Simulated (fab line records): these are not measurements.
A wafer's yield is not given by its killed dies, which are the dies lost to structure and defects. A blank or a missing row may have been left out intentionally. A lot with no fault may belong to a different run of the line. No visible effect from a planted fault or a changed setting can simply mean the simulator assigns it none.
fab line records | flow berkeley-cmos170
record: lots: 14 wafers: 42 last-day: 12
route steps=331 shown PSD@183 SILICIDE@214 M2@274 V2@296
lots with no fault: from the same line, run without faults
start-h: start of the lot's first displayed wafer, in hours after the record's first day | wait-h: hours elapsed since this lot's preceding step | " unchanged from the row above | L1.1+2: one row covering several wafers at once | - no value present, or no start provided | * or withheld: withheld | < > ~ a bound
route shown NAME@n: a module of which the file shows steps, and the number in the route of the first | usual: mean/standard deviation taken from wafers without a fault | same: alike in all rows | chamber/n: place in a boat | sites: the reading at each site | _std_site: standard deviation across them | _edge_site: the outer-site mean with the inner-site mean subtracted | radius-mm: for every site, how far away it sits from the centre of the wafer | mask NAME#n: copy n | behind: tool/chamber where the wafer was last shaped | hold: why the lot went on hold/how many hours it stayed there/how the hold came to an end | device: transistor that didn't switch, given as n, p or np | end of line: the tests these same wafers got at the end of their route | a step with no rows: only its recipe | killed: not the wafer's yield, but the dies lost to structure and defects at the first sort | map: a wafer's dies, x killed, . not, _ none there
set.NAME: the run value of the setting; set.NAME@STEP: its run value at that earlier step | model.NAME: the simulator's own value behind a step, which no gauge read
steps of the route over a sample of lots; a table a step, a row a wafer
services: the hour from which a tool's chamber was out of use, counted from the record's first day as start-h (under 0 if before that day), plus the number of hours and why
== steps ==
step: UCB170_PSD_IMPLANT_08
recipe: species: B dose-cm2: 3e+15 energy-kev: 20 tilt-deg: 7
usual: beam-on-s: 10.00/0.2 dose-ions-cm2: 3e+15/3.3e+12 end-station-pressure-torr: 1.27e-05/6.7e-07 faraday-current-uA: 9257/180
columns lot.wafer tool chamber start-h wait-h beam-on-s dose-ions-cm2 end-station-pressure-torr faraday-current-uA
L582.1 implanter-04 0 167.08 0.0 9.92 3.001e+15 1.32e-05 9323
L582.5 " 0 " " 9.62 3.001e+15 1.29e-05 9596
L582.6 " 0 " " 10.42 2.996e+15 1.25e-05 8877
L583.1 implanter-01 0 167.59 0.0 9.97 3e+15 1.31e-05 9282
L583.4 " 0 " " 9.87 3.003e+15 1.27e-05 9369
L583.5 " 0 " " 9.57 2.998e+15 1.21e-05 9607
L586.1 implanter-03 0 174.06 0.0 10.00 2.998e+15 1.31e-05 9250
L586.4 " 0 " " 10.23 2.999e+15 1.22e-05 9030
L586.6 " 0 " " 9.99 2.998e+15 1.33e-05 9238
L588.2 implanter-04 0 194.14 0.0 10.07 3.004e+15 1.34e-05 9180
L588.4 " 0 " " 9.98 3.005e+15 1.31e-05 9319
L588.6 " 0 " " 9.87 3.005e+15 1.28e-05 9421
L587.2 implanter-03 0 194.44 0.0 10.05 2.994e+15 1.39e-05 9178
L587.3 " 0 " " 10.07 2.998e+15 1.22e-05 9221
L587.5 " 0 " " 10.26 2.999e+15 1.16e-05 9048
L590.1 implanter-01 0 202.40 0.0 10.11 3.002e+15 1.26e-05 9144
L590.2 " 0 " " 10.00 2.999e+15 1.41e-05 9253
L590.5 " 0 " " 9.82 3e+15 1.26e-05 9425
L593.2 implanter-01 0 202.87 0.0 10.26 3.004e+15 1.29e-05 8994
L593.5 " 0 " " 10.33 3.001e+15 1.28e-05 8982
L593.6 " 0 " " 10.11 3.005e+15 1.26e-05 9140
L591.2 implanter-01 0 203.22 0.0 10.04 3.002e+15 1.25e-05 9182
L591.3 " 0 " " 9.76 2.999e+15 1.31e-05 9494
L591.5 " 0 " " 10.25 3.003e+15 1.43e-05 9031
L594.3 implanter-01 0 218.09 0.1 9.86 3.001e+15 1.26e-05 9355
L594.4 " 0 " " 9.91 2.998e+15 1.36e-05 9337
L594.5 " 0 " " 9.93 3.004e+15 1.21e-05 9335
L598.2 implanter-03 0 235.45 0.0 10.05 3.002e+15 1.25e-05 9195
L598.4 " 0 " " 9.83 2.993e+15 1.34e-05 9407
L598.5 " 0 " " 10.16 2.998e+15 1.38e-05 9094
L597.3 implanter-04 0 235.72 0.1 10.24 2.995e+15 1.25e-05 9078
L597.4 " 0 " " 9.90 3e+15 1.3e-05 9333
L597.5 " 0 " " 10.32 2.992e+15 1.25e-05 9039
L596.2 implanter-01 0 235.93 0.0 10.28 5.297e+15 1.7e-05 15707
L596.3 " 0 " " 10.84 5.298e+15 1.64e-05 14944
L596.4 " 0 " " 10.50 5.3e+15 1.69e-05 15332
L600.3 implanter-04 0 251.43 0.1 10.40 2.998e+15 1.23e-05 8901
L600.4 " 0 " " 10.28 3e+15 1.36e-05 9033
L600.6 " 0 " " 10.09 3e+15 1.28e-05 9134
L601.2 implanter-01 0 251.79 0.0 11.03 5.299e+15 1.81e-05 14609
L601.4 " 0 " " 10.70 5.305e+15 1.7e-05 14998
L601.5 " 0 " " 10.76 5.303e+15 1.92e-05 15006
step: UCB170_PSD_STRIP_09
recipe: chemistry: O2 power-w: 400 pressure-mtorr: 3500 platen-temp-c: withheld o2-flow-sccm: 400 overash-fraction: 0.5
usual: drypump-motor-current-A: 5.3/0.32 oes-product-au: 0.600/0.0043 strip-time-to-endpoint-s: 29.39/0.067
columns lot.wafer tool chamber start-h wait-h drypump-motor-current-A oes-product-au rf-hours-counter-h strip-time-to-endpoint-s
L582.1 plasma-asher-02 1 167.23 0.1 5.1 0.604 45 29.35
L582.5 " 0 " " 5.2 0.602 - 29.32
L582.6 " 1 " " 5.0 0.590 - 29.38
L583.1 plasma-asher-02 1 167.74 0.1 5.0 0.602 45 29.42
L583.4 " 0 " " 5.2 0.605 - 29.38
L583.5 " 0 " " 5.2 0.607 - 29.43
L586.1 plasma-asher-02 0 174.21 0.1 5.2 0.591 45 29.32
L586.4 " 0 " " 5.2 0.596 - 29.32
L586.6 " 1 " " 5.1 0.600 - 29.27
L588.2 plasma-asher-02 1 194.27 0.1 5.1 0.608 48 29.37
L588.4 " 0 " " 5.2 0.594 - 29.36
L588.6 " 1 " " 5.1 0.604 - 29.40
L587.2 plasma-asher-01 0 194.57 0.1 5.4 0.603 47 29.28
L587.3 " 1 " " 5.7 0.603 - 29.22
L587.5 " 1 " " 5.8 0.598 - 29.20
L590.1 plasma-asher-01 1 202.55 0.1 5.8 0.601 48 29.36
L590.2 " 0 " " 5.4 0.601 48 29.34
L590.5 " 1 " " 5.7 0.605 - 29.30
L593.2 plasma-asher-01 0 202.99 0.1 5.4 0.606 48 29.30
L593.5 " 0 " " 5.4 0.605 - 29.35
L593.6 " 1 " " 5.7 0.605 - 29.29
L591.2 plasma-asher-03 0 203.34 0.1 4.9 0.599 43 29.38
L591.3 " 0 " " 4.9 0.594 - 29.30
L591.5 " 1 " " 5.7 0.601 - 29.36
L594.3 plasma-asher-02 1 218.22 0.1 5.0 0.607 - 29.37
L594.4 " 0 " " 5.2 0.601 - 29.38
L594.5 " 1 " " 5.0 0.598 - 29.48
L598.2 plasma-asher-02 0 235.57 0.1 5.2 0.605 52 29.43
L598.4 " 1 " " 5.0 0.602 - 29.47
L598.5 " 1 " " 5.0 0.601 - 29.51
L597.3 plasma-asher-01 1 235.85 0.1 5.7 0.594 - 29.40
L597.4 " 0 " " 5.4 0.598 - 29.43
L597.5 " 1 " " 5.8 0.595 - 29.39
L596.2 plasma-asher-03 1 236.06 0.1 5.7 0.533 47 36.10
L596.3 " 0 " " 4.9 0.534 - 36.10
L596.4 " 1 " " 5.7 0.526 - 36.03
L600.3 plasma-asher-01 1 251.56 0.1 5.8 0.598 - 29.35
L600.4 " 0 " " 5.4 0.598 - 29.42
L600.6 " 1 " " 5.8 0.611 - 29.37
L601.2 plasma-asher-01 1 251.92 0.1 5.8 0.525 54 36.01
L601.4 " 1 " " 5.8 0.540 - 36.10
L601.5 " 1 " " 5.8 0.533 - 36.03
step: UCB170_PSD_TW_MEAS_10
usual: PSD_TW: 2305/12
columns lot.wafer tool chamber start-h wait-h hold PSD_TW
L582.1 film-metro-03 - 167.33 0.1 - 2304
L582.5 " - " " - 2305
L582.6 " - " " - 2307
L583.1 film-metro-03 - 167.84 0.1 - 2302
L583.4 " - " " - 2295
L583.5 " - " " - 2308
L586.1 film-metro-03 - 174.31 0.1 - 2293
L586.4 " - " " - 2311
L586.6 " - " " - 2287
L588.2 film-metro-02 - 194.38 0.1 - 2334
L588.4 " - " " - 2331
L588.6 " - " " - 2329
L587.2 film-metro-03 - 194.68 0.1 - 2295
L587.3 " - " " - 2302
L587.5 " - " " - 2291
L590.1 film-metro-01 - 202.65 0.1 - 2304
L590.2 " - " " - 2302
L590.5 " - " " - 2304
L593.2 film-metro-01 - 203.10 0.1 - 2302
L593.5 " - " " - 2301
L593.6 " - " " - 2303
L591.2 film-metro-01 - 203.45 0.1 - 2309
L591.3 " - " " - 2305
L591.5 " - " " - 2311
L594.3 film-metro-02 - 218.31 0.1 - 2306
L594.4 " - " " - 2306
L594.5 " - " " - 2306
L598.2 film-metro-02 - 235.68 0.1 - 2309
L598.4 " - " " - 2304
L598.5 " - " " - 2308
L597.3 film-metro-03 - 235.94 0.1 - 2299
L597.4 " - " " - 2312
L597.5 " - " " - 2292
L596.2 film-metro-01 - 236.17 0.1 await-dispo/0.2h/release 2732
L596.3 " - " " await-dispo/0.2h/release 2732
L596.4 " - " " await-dispo/0.2h/release 2745
L596.2 film-metro-01 - 236.39 0.2 - 2716
L596.3 " - " " - 2719
L596.4 " - " " - 2734
L600.3 film-metro-02 - 251.65 0.1 - 2324
L600.4 " - " " - 2335
L600.6 " - " " - 2315
L601.2 film-metro-01 - 252.03 0.1 await-dispo/0.2h/release 2736
L601.4 " - " " await-dispo/0.2h/release 2718
L601.5 " - " " await-dispo/0.2h/release 2736
L601.2 film-metro-01 - 252.25 0.2 - 2727
L601.4 " - " " - 2724
L601.5 " - " " - 2711
step: UCB170_SDANNEAL_RS_MEAS_02
recipe: thk-meas-gauge: four-point-probe
usual: PSD_RS: 75.6/0.34
columns lot.wafer tool chamber start-h wait-h hold PSD_RS[ohm/sq]
L582.1 film-metro-03 - 170.31 0.0 - 75.0
L582.5 " - " " - 75.0
L582.6 " - " " - 75.1
L583.1 film-metro-01 - 170.53 0.0 - 75.3
L583.4 " - " " - 75.4
L583.5 " - " " - 75.3
L586.1 film-metro-01 - 177.21 0.0 - 75.4
L586.4 " - " " - 75.3
L586.6 " - " " - 75.9
L588.2 film-metro-03 - 196.95 0.1 - 75.2
L588.4 " - " " - 75.0
L588.6 " - " " - 75.1
L587.2 film-metro-01 - 197.40 0.1 - 76.1
L587.3 " - " " - 76.3
L587.5 " - " " - 76.4
L590.1 film-metro-02 - 206.56 0.0 - 75.7
L590.2 " - " " - 75.7
L590.5 " - " " - 76.0
L593.2 film-metro-02 - 207.06 0.3 - 75.3
L593.5 " - " " - 75.5
L593.6 " - " " - 75.0
L591.2 film-metro-01 - 207.13 0.2 - 75.8
L591.3 " - " " - 75.8
L591.5 " - " " - 75.8
L594.3 film-metro-03 - 221.49 0.1 - 75.9
L594.4 " - " " - 75.5
L594.5 " - " " - 75.4
L597.3 film-metro-02 - 242.06 0.1 - 75.7
L597.4 " - " " - 75.7
L597.5 " - " " - 75.5
L598.2 film-metro-03 - 242.16 0.1 - 75.4
L598.4 " - " " - 75.6
L598.5 " - " " - 75.5
L596.2 film-metro-01 - 244.16 0.1 await-dispo/0.2h/release 55.3
L596.3 " - " " await-dispo/0.2h/release 55.4
L596.4 " - " " await-dispo/0.2h/release 55.4
L596.2 film-metro-01 - 244.44 0.3 - 55.5
L596.3 " - " " - 55.4
L596.4 " - " " - 55.3
L600.3 film-metro-01 - 255.55 0.1 - 76.0
L600.4 " - " " - 76.0
L600.6 " - " " - 76.1
L601.2 film-metro-03 - 259.27 0.1 await-dispo/0.2h/release 55.1
L601.4 " - " " await-dispo/0.2h/release 55.3
L601.5 " - " " await-dispo/0.2h/release 55.2
L601.2 film-metro-03 - 259.56 0.3 - 55.1
L601.4 " - " " - 55.3
L601.5 " - " " - 55.2
step: UCB170_SILICIDE_RTA_04
recipe: temp-c: 650 time-s: 15 ambient: N2
usual: lamp-power-pct: 11.12/0.19 wafer_temp_C_max: 653.1/1.4
columns lot.wafer tool chamber start-h wait-h lamp-power-pct wafer_temp_C_max
L582.1 rtp-anneal-02 0 171.07 0.1 10.91 655.3
L582.5 " 0 " " 10.93 653.1
L582.6 " 0 " " 10.92 655.9
L583.1 rtp-anneal-01 0 171.29 0.1 11.30 652.8
L583.4 " 0 " " 11.29 651.5
L583.5 " 0 " " 11.29 652.7
L586.1 rtp-anneal-02 0 177.97 0.1 10.91 654.8
L586.4 " 0 " " 10.93 654.2
L586.6 " 0 " " 10.93 654.5
L588.2 rtp-anneal-02 0 197.71 0.1 10.92 654.0
L588.4 " 0 " " 10.92 655.9
L588.6 " 0 " " 10.91 654.1
L587.2 rtp-anneal-01 0 198.15 0.1 11.30 651.9
L587.3 " 0 " " 11.28 652.1
L587.5 " 0 " " 11.28 651.6
L590.1 rtp-anneal-02 0 207.46 0.1 10.91 655.3
L590.2 " 0 " " 10.91 653.7
L590.5 " 0 " " 10.91 654.0
L593.2 rtp-anneal-02 0 207.81 0.1 10.92 656.2
L593.5 " 0 " " 10.93 655.9
L593.6 " 0 " " 10.91 654.1
L591.2 rtp-anneal-01 0 207.88 0.1 11.28 652.3
L591.3 " 0 " " 11.27 651.6
L591.5 " 0 " " 11.27 651.9
L594.3 rtp-anneal-01 0 222.23 0.1 11.30 652.6
L594.4 " 0 " " 11.29 651.7
L594.5 " 0 " " 11.28 652.3
L597.3 rtp-anneal-02 0 242.89 0.1 10.92 654.1
L597.4 " 0 " " 10.92 654.5
L597.5 " 0 " " 10.92 653.9
L598.2 rtp-anneal-01 0 242.92 0.1 11.30 652.0
L598.4 " 0 " " 11.30 652.4
L598.5 " 0 " " 11.29 651.4
L600.3 rtp-anneal-02 0 256.30 0.1 10.90 654.6
L600.4 " 0 " " 10.91 653.4
L600.6 " 0 " " 10.92 654.5
step: UCB170_M2_THK_MEAS_03
recipe: thk-meas-gauge: xrf reads: Al_of_M2_SPUTTER_01
usual: M2_AL_THK: 912/13
columns lot.wafer tool chamber start-h wait-h M2_AL_THK[nm]
L582.1 film-metro-04 - 183.00 0.1 901
L582.5 " - " " 895
L582.6 " - " " 910
L583.1 film-metro-03 - 184.45 0.1 899
L583.4 " - " " 892
L583.5 " - " " 904
L586.1 film-metro-03 - 191.50 0.1 915
L586.4 " - " " 897
L586.6 " - " " 911
L588.2 film-metro-03 - 209.36 0.1 917
L588.4 " - " " 903
L588.6 " - " " 908
L587.2 film-metro-01 - 210.60 0.1 906
L587.3 " - " " 906
L587.5 " - " " 916
L590.1 film-metro-04 - 220.54 0.1 904
L590.2 " - " " 904
L590.5 " - " " 897
L593.2 film-metro-04 - 220.84 0.1 919
L593.5 " - " " 912
L593.6 " - " " 902
L591.2 film-metro-01 - 222.61 0.1 921
L591.3 " - " " 930
L591.5 " - " " 934
L594.3 film-metro-01 - 234.22 0.1 906
L594.4 " - " " 919
L594.5 " - " " 903
L597.3 film-metro-01 - 253.79 0.1 930
L597.4 " - " " 924
L597.5 " - " " 922
L598.2 film-metro-04 - 255.51 0.1 899
L598.4 " - " " 905
L598.5 " - " " 894
L600.3 film-metro-01 - 270.00 0.1 910
L600.4 " - " " 897
L600.6 " - " " 890
step: UCB170_V2_THK_MEAS_04
recipe: reads: SiO2_of_V2_CVD_00
usual: V2_POLISHED_THK: 999.5/1.2
columns lot.wafer tool chamber start-h wait-h V2_POLISHED_THK[nm]
L582.1 film-metro-02 - 186.42 0.1 1001.7
L582.5 " - " " 1001.1
L582.6 " - " " 1001.6
L583.1 film-metro-02 - 187.39 0.1 999.1
L583.4 " - " " 999.1
L583.5 " - " " 998.4
L586.1 film-metro-01 - 194.38 0.1 998.9
L586.4 " - " " 998.4
L586.6 " - " " 1000.1
L588.2 film-metro-01 - 212.54 0.1 998.5
L588.4 " - " " 997.2
L588.6 " - " " 999.4
L587.2 film-metro-04 - 213.65 0.1 1000.5
L587.3 " - " " 1001.9
L587.5 " - " " 999.5
L590.1 film-metro-02 - 224.20 0.1 999.9
L590.2 " - " " 999.8
L590.5 " - " " 999.2
L593.2 film-metro-02 - 224.57 0.1 1000.7
L593.5 " - " " 1001.5
L593.6 " - " " 1000.3
L591.2 film-metro-01 - 226.08 0.1 998.8
L591.3 " - " " 999.4
L591.5 " - " " 999.3
L594.3 film-metro-02 - 237.09 0.1 1000.3
L594.4 " - " " 1000.3
L594.5 " - " " 998.3
L597.3 film-metro-02 - 257.52 0.1 1001.2
L597.4 " - " " 1001.5
L597.5 " - " " 1000.6
L598.2 film-metro-02 - 258.72 0.1 999.5
L598.4 " - " " 1000.6
L598.5 " - " " 1000.3
L600.3 film-metro-02 - 273.56 0.1 999.2
L600.4 " - " " 997.0
L600.6 " - " " 999.4
== services ==
columns tool chamber start-h hours kind
implanter-03 - 150.17 3.8 repair
implanter-03 - 157.78 0.6 repair
implanter-03 - 178.28 3.7 repair
implanter-03 - 199.92 4.8 repair
implanter-04 - 200.96 4.0 repair
plasma-asher-02 - 221.27 4.3 pm
plasma-asher-02 - 239.97 14.6 pm
== key ==
first-sign: step: UCB170_PSD_IMPLANT_08 reading: dose-ions-cm2 direction: up sigmas: 99+ usual: 3e+15 struck: 5.3e+15
effect: step: UCB170_PSD_IMPLANT_08 reading: faraday-current-uA direction: up sigmas: 32 usual: 9257 struck: 15099
effect: step: UCB170_PSD_STRIP_09 reading: strip-time-to-endpoint-s direction: up sigmas: 99+ usual: * struck: *
effect: step: UCB170_PSD_TW_MEAS_10 reading: visit direction: added
effect: step: UCB170_PSD_TW_MEAS_10 reading: PSD_TW direction: up sigmas: 37 usual: 2305 struck: 2733
effect: step: UCB170_SDANNEAL_RS_MEAS_02 reading: visit direction: added
effect: step: UCB170_SDANNEAL_RS_MEAS_02 reading: PSD_RS direction: down sigmas: 59 usual: 75.6 struck: 55.3
met-at UCB170_PSD_IMPLANT_08
struck-lots L596,L601
scrapped-behind UCB170_SDANNEAL_RS_MEAS_02 L596.2,L596.3,L596.4,L601.2,L601.4,L601.5
not-acting-at UCB170_SILICIDE_RTA_04,UCB170_M2_THK_MEAS_03,UCB170_V2_THK_MEAS_04
onset-between 218.09 235.93
fault: kind: process-parameter-drift tool: implanter-01 chamber: - onset-h: 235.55 steps: UCB170_PSD_IMPLANT_08 channel: dose-cm2 offset: 2.2987e+15 shape: step end-h: 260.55 acts-in: these-recipes-only stated: 3e+15
